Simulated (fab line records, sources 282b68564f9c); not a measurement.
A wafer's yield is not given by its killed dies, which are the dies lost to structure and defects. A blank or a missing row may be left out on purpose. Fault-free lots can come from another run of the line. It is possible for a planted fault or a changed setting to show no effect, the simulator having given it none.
fab line records | flow ritCmos
record: lots: 15 | wafers: 45 | lastDay: 7
route steps=202 shown GATE@89
lots that met no fault: from a run of the same line without faults
startH: the number of hours between the record's first day and the start of the first shown wafer of the lot | waitH: time in hours since the lot's previous step | " repeats the value in the row above | L1.1+2: a single row standing in for several wafers | - value missing, or start not given | * or withheld: withheld | < > ~ a bound
route shown NAME@n: names a module that has steps shown in the file, with the first one's number in the route | usual: mean/standard deviation of fault-free wafers | same: alike in all rows | chamber/n: place in a boat | sites: the reading at each site | _std_site: their standard deviation | _edge_site: the outer-site mean with the inner-site mean subtracted | radiusMm: how far each site lies from the wafer's centre | mask NAME#n: copy n | behind: the most recent tool/chamber to have shaped the wafer | hold: cause of the lot's hold/its duration in hours/its outcome | device: names the non-switching transistor (n, p or np) | end of line: the tests these same wafers got at the end of their route | for a step that has no rows: nothing shown but its recipe | killed: not the wafer's yield, but the dies lost to structure and defects at the first sort | map: the dies of a wafer, with x for killed, . for not killed, _ for no die there
set.NAME: the run value of the setting; set.NAME@STEP: its run value at that earlier step | model.NAME: the simulator's own value behind a step, which no gauge read
one table for each step of the route and one row for each wafer, over a sample of lots
services: from which hour (startH, from the record's first day; less than 0 if before it) a tool's chamber was out of use, for how many hours, and why
== steps ==
step: RIT_GATE_EXPOSE_13
recipe: maskId: M6 | na: 0.6 | sourceShape: conventional | sigmaOuter: 0.6 | targetCdNm: 150 | doseMj: 380
same: na: 0.6
lot.wafer  | tool            | chamber | startH | waitH | mask
L721.3+5+6 | ilineStepper-02 | 0       | 40.71  | 0.2   | M6#0
L722.1+4+6 | ilineStepper-01 | 0       | 45.33  | 0.2   | M6#0
L723.1+4+5 | ilineStepper-01 | 0       | 50.80  | 0.1   | M6#0
L724.1+2+6 | ilineStepper-02 | 0       | 56.95  | 0.2   | M6#0
L725.2+4+5 | ilineStepper-02 | 0       | 64.52  | 0.1   | M6#0
L727.1+2+6 | ilineStepper-01 | 0       | 70.83  | 0.2   | M6#0
L728.2+4+5 | ilineStepper-01 | 0       | 79.67  | 0.1   | M6#0
L729.2+4+5 | ilineStepper-02 | 0       | 82.67  | 0.2   | M6#0
L730.1+4+6 | ilineStepper-02 | 0       | 86.12  | 0.1   | M6#0
L731.2+4+6 | ilineStepper-02 | 0       | 91.55  | 0.1   | M6#0
L733.4+5+6 | ilineStepper-02 | 0       | 105.62 | 0.1   | M6#0
L735.3+4+6 | ilineStepper-02 | 0       | 110.48 | 0.1   | M6#0
L737.2+4+6 | ilineStepper-02 | 0       | 123.82 | 0.2   | M6#0
L738.2+3+4 | ilineStepper-02 | 0       | 126.25 | 0.1   | M6#0
L742.1+3+5 | ilineStepper-01 | 0       | 146.96 | 0.2   | M6#0
step: RIT_GATE_CD_MEAS_16
recipe: targetCdNm: 150
usual: cdNm: 150/3.2
lot.wafer | tool     | chamber | startH | waitH | cdNm
L721.3    | cdSem-01 | -       | 41.17  | -     | 151
L721.5    | "        | -       | "      | "     | 151
L721.6    | "        | -       | "      | "     | 149
L722.1    | cdSem-01 | -       | 45.73  | -     | 149
L722.4    | "        | -       | "      | "     | 148
L722.6    | "        | -       | "      | "     | 148
L723.1    | cdSem-01 | -       | 51.20  | -     | 153
L723.4    | "        | -       | "      | "     | 150
L723.5    | "        | -       | "      | "     | 150
L724.1    | cdSem-01 | -       | 57.45  | -     | 144
L724.2    | "        | -       | "      | "     | 145
L724.6    | "        | -       | "      | "     | 144
L725.2    | cdSem-01 | -       | 64.93  | -     | 150
L725.4    | "        | -       | "      | "     | 150
L725.5    | "        | -       | "      | "     | 151
L727.1    | cdSem-01 | -       | 71.23  | -     | 150
L727.2    | "        | -       | "      | "     | 147
L727.6    | "        | -       | "      | "     | 148
L728.2    | cdSem-01 | -       | 80.07  | -     | 150
L728.4    | "        | -       | "      | "     | 151
L728.5    | "        | -       | "      | "     | 152
L729.2    | cdSem-01 | -       | 83.07  | -     | 154
L729.4    | "        | -       | "      | "     | 153
L729.5    | "        | -       | "      | "     | 155
L730.1    | cdSem-01 | -       | 86.52  | -     | 143
L730.4    | "        | -       | "      | "     | 142
L730.6    | "        | -       | "      | "     | 145
L731.2    | cdSem-01 | -       | 91.95  | -     | 156
L731.4    | "        | -       | "      | "     | 155
L731.6    | "        | -       | "      | "     | 155
L733.4    | cdSem-01 | -       | 106.02 | -     | 144
L733.5    | "        | -       | "      | "     | 142
L733.6    | "        | -       | "      | "     | 146
L735.3    | cdSem-01 | -       | 110.96 | -     | -
L735.4    | "        | -       | "      | "     | -
L735.6    | "        | -       | "      | "     | -
L737.2    | cdSem-01 | -       | 124.31 | -     | -
L737.4    | "        | -       | "      | "     | -
L737.6    | "        | -       | "      | "     | -
L738.2    | cdSem-01 | -       | 126.65 | -     | -
L738.3    | "        | -       | "      | "     | -
L738.4    | "        | -       | "      | "     | -
L742.1    | cdSem-01 | -       | 147.36 | -     | 150
L742.3    | "        | -       | "      | "     | 149
L742.5    | "        | -       | "      | "     | 149
step: RIT_GATE_CD_MEAS_90
recipe: targetCdNm: 150
usual: cdNm: 150/3.2
lot.wafer | tool     | chamber | startH | waitH | cdNm
L721.3    | cdSem-02 | -       | 41.76  | 0.1   | 151
L721.5    | "        | -       | "      | "     | 151
L721.6    | "        | -       | "      | "     | 150
L722.1    | cdSem-01 | -       | 46.32  | 0.1   | 150
L722.4    | "        | -       | "      | "     | 148
L722.6    | "        | -       | "      | "     | 148
L723.1    | cdSem-01 | -       | 51.81  | 0.1   | 152
L723.4    | "        | -       | "      | "     | 150
L723.5    | "        | -       | "      | "     | 150
L724.1    | cdSem-01 | -       | 58.04  | 0.1   | 144
L724.2    | "        | -       | "      | "     | 145
L724.6    | "        | -       | "      | "     | 144
L725.2    | cdSem-01 | -       | 65.51  | 0.1   | 150
L725.4    | "        | -       | "      | "     | 150
L725.5    | "        | -       | "      | "     | 151
L727.1    | cdSem-01 | -       | 71.82  | 0.1   | 150
L727.2    | "        | -       | "      | "     | 147
L727.6    | "        | -       | "      | "     | 148
L728.2    | cdSem-01 | -       | 80.66  | 0.1   | 150
L728.4    | "        | -       | "      | "     | 151
L728.5    | "        | -       | "      | "     | 152
L729.2    | cdSem-01 | -       | 83.67  | 0.1   | 154
L729.4    | "        | -       | "      | "     | 153
L729.5    | "        | -       | "      | "     | 154
L730.1    | cdSem-01 | -       | 87.11  | 0.1   | 142
L730.4    | "        | -       | "      | "     | 142
L730.6    | "        | -       | "      | "     | 146
L731.2    | cdSem-01 | -       | 92.54  | 0.1   | 156
L731.4    | "        | -       | "      | "     | 155
L731.6    | "        | -       | "      | "     | 154
L733.4    | cdSem-01 | -       | 106.61 | 0.1   | 144
L733.5    | "        | -       | "      | "     | 142
L733.6    | "        | -       | "      | "     | 145
L735.3    | cdSem-01 | -       | 111.55 | 0.1   | -
L735.4    | "        | -       | "      | "     | -
L735.6    | "        | -       | "      | "     | -
L737.2    | cdSem-01 | -       | 124.92 | 0.1   | -
L737.4    | "        | -       | "      | "     | -
L737.6    | "        | -       | "      | "     | -
L738.2    | cdSem-01 | -       | 127.30 | 0.2   | -
L738.3    | "        | -       | "      | "     | -
L738.4    | "        | -       | "      | "     | -
L742.1    | cdSem-01 | -       | 147.95 | 0.1   | 151
L742.3    | "        | -       | "      | "     | 149
L742.5    | "        | -       | "      | "     | 149
== services ==
tool            | chamber | startH | hours | kind
ilineStepper-02 | 0       | 31.23  | -     | calibration
ilineStepper-01 | 0       | 104.23 | -     | calibration
ilineStepper-02 | -       | 120.58 | 1.7   | pm
ilineStepper-01 | -       | 127.32 | 1.7   | pm
== key ==
firstSign: step: RIT_GATE_CD_MEAS_16 | reading: cdNm | direction: missing
effect: step: RIT_GATE_CD_MEAS_90 | reading: cdNm | direction: missing
metAt RIT_GATE_EXPOSE_13
struckLots L735,L737,L738
laterRowsLeftOut L738.3
sortLeftOut L737.2,L737.4,L737.6,L738.2,L738.3,L738.4
testerLeftOut L735,L737,L738
onsetBetween 105.62 110.48
fault: kind: processParameterDrift | tool: ilineStepper-02 | chamber: - | onsetH: 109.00 | steps: RIT_GATE_EXPOSE_13 | channel: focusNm | offset: 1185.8 | spreadByWafer: 0.3 | shape: step | endH: 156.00
testerLeftOut: of these lots the tester's yield and bins aren't shown, on N5 and GAA mostly nor the transistor test; their killed dies are dies lost to structure and defects alone, not to doping, threshold or leakage, so they don't give the yield
sortLeftOut: the simulated sort isn't trusted on such a fault, so these wafers' sort isn't shown, and their yield isn't known
laterRowsLeftOut: the simulator's readings of these wafers behind a module that went badly wrong aren't trusted and aren't shown, but for the sort
